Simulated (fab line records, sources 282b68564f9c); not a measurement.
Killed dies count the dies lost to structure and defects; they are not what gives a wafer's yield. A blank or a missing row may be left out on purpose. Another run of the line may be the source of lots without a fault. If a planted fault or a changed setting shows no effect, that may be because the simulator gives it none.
Problem report, 8D (eight disciplines) form, completed by code -- flow ritCmos -- the parts of the form that need people (team, actions taken, sign-off) are left out

## 1. WHAT WENT WRONG
ACTIVE_NITRIDE_THK at RIT_ACTIVE_THK_MEAS_04 reads a mean of 98.5 nm on 3 wafers of 1 lot; wafers without a fault read 150.9 nm with a standard deviation of 1.7. That puts it -31 standard deviations away from the usual mean.
First observed at day 2 09:32: wafer L928.2, on filmMetro-04. At this step, 39 wafers from 13 lots have a number in the record. The rule behind "out" and "out of limits": a value lying over 4 standard deviations away from the usual mean. The rest of the wafers with a number are treated as sound.

## 2. WHAT THIS IS AND IS NOT
question,is,is not
which readings at this step,ACTIVE_NITRIDE_THK,-
which lots,L928,"L924, L925, L926, L931, L935, L940, L942, L943, L944, L945, L946, L947"
which wafers of those lots,all that have a number,-
read on which gauges,filmMetro-04,"filmMetro-01, filmMetro-02"
when,from day 2 09:32,"up to then (9 sound wafers); but 27 sound wafers of L931, L935, L940, L942, L943, L944, L945, L946, L947 came after"

## 3. WHAT RULES OUT EACH SUSPECT
Counting: a tool at any process step up to the reading remains a suspect when it ran all the lots that are out and ran no sound lot after the first of those.
- the gauge at RIT_ACTIVE_THK_MEAS_04 has been ruled out. All the wafers that are out were read on filmMetro-04, but those of them that RIT_ACTIVE_ETCH_13 has rows for are out there too, on other tools.
- lpcvd-01 at RIT_ACTIVE_CVD_03 (deposits Si3N4 from SiH2Cl2/NH3, target thk 150 nm, time 1500 s): ruled out as a lasting fault. The sound lots L943, L944, L945, L947 went through it after L928, its earliest lot that is out (day 2 08:07).
Left after counting: nothing in the record.

## 4. THE CAUSE (what the simulator had put in)
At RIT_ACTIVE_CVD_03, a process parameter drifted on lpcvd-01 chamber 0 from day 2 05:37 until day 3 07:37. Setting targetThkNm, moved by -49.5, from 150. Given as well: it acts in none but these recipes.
Counting ruled it out, wrongly: the rule takes a fault to strike every lot that its tool runs from its start on, and this one did not.

## 5. THE CHAIN OF EFFECTS, in route order
Each row: a reading whose mean over the struck wafers that have a number lies more than 3 standard deviations from the usual. Only readings whose record carries a usual standard deviation are examined. hours: median over the lots of the time between each lot's start at the first step of this table that gives one and its start at this step. sigmas: the change, counted in usual standard deviations.
hours,step,reading,usual,on struck wafers,change,sigmas
0,RIT_ACTIVE_THK_MEAS_04,ACTIVE_NITRIDE_THK,150.9 nm,98.5,-52.4,-31
1,RIT_ACTIVE_ETCH_13,oesProductAu,0.825 a.u.,0.665,-0.160,-12
Its process steps:
- RIT_ACTIVE_ETCH_13: etches Si3N4 in SF6, stops on SiO2, time 210 s, target depth 210 nm.

## 6. HOW IT WOULD HAVE BEEN CAUGHT EARLIER
Counted from the fault's start at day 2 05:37, it took 4 hours until the first out-of-limits reading at a measuring or inspecting step in this record, taken at day 2 09:32.
